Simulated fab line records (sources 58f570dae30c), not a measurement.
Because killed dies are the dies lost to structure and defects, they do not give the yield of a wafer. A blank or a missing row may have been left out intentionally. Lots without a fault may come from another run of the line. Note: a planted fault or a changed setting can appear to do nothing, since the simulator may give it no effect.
Which tool was responsible?	flow berkeley-cmos170	7 lots with 21 wafers sampled at 3 steps, on a route of 331 steps

## WHAT THE GAUGES READ, wafer by wafer
UCB170_NWELL_TW_MEAS_16.
lot	measured	on	NWELL_TW
L831	day 2 22:17	film-metro-02	1249 1253 1252
L833	day 3 09:13	film-metro-04	1246 1250 1244
L835	day 3 16:43	film-metro-02	1251 1242 1247
L837	day 4 03:25	film-metro-04	1247 1249 1246
L843	day 5 07:37	film-metro-02	1246 1245 1243
L846	day 6 02:48	film-metro-01	1375 1374 1379
L850	day 6 20:38	film-metro-04	1378 1384 1372

## TOOL THAT RAN EACH LOT (tool first, then ch and the chambers of the sampled wafers, then the start)
lot	UCB170_ZERO_ETCH_06	UCB170_NWELL_IMPLANT_14
L831	rie-diel-02 ch 0,1,2, day 2 11:41	implanter-03 ch 0, day 2 22:04
L833	rie-diel-03 ch 0,1, day 2 22:20	implanter-03 ch 0, day 3 08:58
L835	rie-diel-03 ch 0,1, day 3 05:01	implanter-03 ch 0, day 3 16:28
L837	rie-diel-03 ch 0,3, day 3 15:01	implanter-02 ch 0, day 4 03:11
L843	rie-diel-04 ch 0,1,2, day 4 21:33	implanter-03 ch 0, day 5 07:23
L846	rie-diel-03 ch 0,1,2, day 5 12:54	implanter-03 ch 0, day 6 02:35
L850	rie-diel-02 ch 0,1,3, day 6 06:40	implanter-03 ch 0, day 6 20:17
- UCB170_ZERO_ETCH_06: etches SiO2 in CHF3/CF4/Ar, time 12 s.
- UCB170_NWELL_IMPLANT_14

## THE ANSWER, worked out from the rows above alone
Rule: what is usual is taken from the lots themselves. Put in order of their means at a reading, lots are off if they are a third of the lots or fewer, leave a main group of 4 or more, and stand apart from it by a gap of 3 or more times the standard deviation of the main group's means; of several such gaps the widest counts. Not used: any main group whose means are identical at the precision the tables above print for the reading. Also off: a lot with no number at a reading for which 4 or more lots have one. The other lots that the step has rows for count as sound.
Off: at UCB170_NWELL_TW_MEAS_16 (NWELL_TW), L846, L850. Mean 1247 and standard deviation 2.2 in the main group.
If a tool, at a process step before that reading, ran all the lots that are off and no sound lot after the first of them, it fits. The gauges at UCB170_NWELL_TW_MEAS_16 are tried like those tools. One candidate fits, namely implanter-03 at UCB170_NWELL_IMPLANT_14. Its last sound lot is L843 (day 5 07:23), its first lot that is off L846 (day 6 02:35): a fault that began between those two fits.

## WHAT THE SIMULATOR HAD PUT IN
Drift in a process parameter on implanter-03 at UCB170_NWELL_IMPLANT_14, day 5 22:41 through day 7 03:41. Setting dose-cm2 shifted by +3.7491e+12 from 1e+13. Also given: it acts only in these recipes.
Shown lots that were struck: L846, L850. The rule above reached the same finding.
